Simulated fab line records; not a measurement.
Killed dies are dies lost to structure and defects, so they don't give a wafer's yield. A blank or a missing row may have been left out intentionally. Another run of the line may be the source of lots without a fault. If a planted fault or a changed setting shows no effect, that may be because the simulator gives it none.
Which tool is to blame? :: flow rit_cmos :: 7 lots, 21 wafers sampled, at 2 steps of a route of 202

WHAT EACH GAUGE READ, for each wafer
RIT_CONTACT_THK_MEAS_01.
lot: L536
measured: day 3 08:04
on: film_metro-02
CONTACT_TEOS_THK (nm): 390 399 403

lot: L543
measured: day 4 20:24
on: film_metro-01
CONTACT_TEOS_THK (nm): 407 405 403

lot: L545
measured: day 5 06:45
on: film_metro-01
CONTACT_TEOS_THK (nm): 397 395 405

lot: L547
measured: day 5 20:41
on: film_metro-02
CONTACT_TEOS_THK (nm): 396 395 402

lot: L550
measured: day 6 10:04
on: film_metro-04
CONTACT_TEOS_THK (nm): 400 397 404

lot: L556
measured: day 7 12:12
on: film_metro-04
CONTACT_TEOS_THK (nm): 206 202 209

lot: L558
measured: day 7 21:53
on: film_metro-01
CONTACT_TEOS_THK (nm): 396 395 397

WHAT TOOL EACH LOT RAN ON (gives the tool, then ch and the chambers of the sampled wafers, and finally the start)
lot: L536
RIT_CONTACT_CVD_00: pecvd-03 ch 0,1,2, day 3 08:01

lot: L543
RIT_CONTACT_CVD_00: pecvd-03 ch 0,1,2, day 4 20:21

lot: L545
RIT_CONTACT_CVD_00: pecvd-04 ch 0,1,2, day 5 06:42

lot: L547
RIT_CONTACT_CVD_00: pecvd-01 ch 0,2, day 5 20:38

lot: L550
RIT_CONTACT_CVD_00: pecvd-01 ch 0,1,2, day 6 10:01

lot: L556
RIT_CONTACT_CVD_00: pecvd-01 ch 0,2, day 7 12:08

lot: L558
RIT_CONTACT_CVD_00: pecvd-03 ch 0,2, day 7 21:49
- RIT_CONTACT_CVD_00: deposits SiO2 from TEOS, target thk 400 nm, time 61 s.

THE ANSWER, worked out from the rows above alone
Rule: the lots themselves supply what counts as usual. The widest of any qualifying gaps counts: lots, ordered by their means at a reading, are off when they make up no more than a third of the lots, leave a main group of 4 or more, and stand apart from it by 3 or more times the standard deviation of that group's means. The tables above print the reading to a certain number of digits; a main group whose means all agree to those digits is not used. Also off: a lot with no number at a reading for which 4 or more lots have one. The other lots that the step has rows for count as sound.
Off: L556, seen at RIT_CONTACT_THK_MEAS_01 (CONTACT_TEOS_THK). Main group: mean 399 nm, sd 2.9.
A tool fits if, at a process step before that reading, it ran every lot that is off, and no sound lot after the first of them. Gauges at RIT_CONTACT_THK_MEAS_01: tried the same way as those tools. This does not decide it: 2 tools fit, namely pecvd-01 at RIT_CONTACT_CVD_00 and film_metro-04 at RIT_CONTACT_THK_MEAS_01.

WHAT WAS PUT IN BY THE SIMULATOR
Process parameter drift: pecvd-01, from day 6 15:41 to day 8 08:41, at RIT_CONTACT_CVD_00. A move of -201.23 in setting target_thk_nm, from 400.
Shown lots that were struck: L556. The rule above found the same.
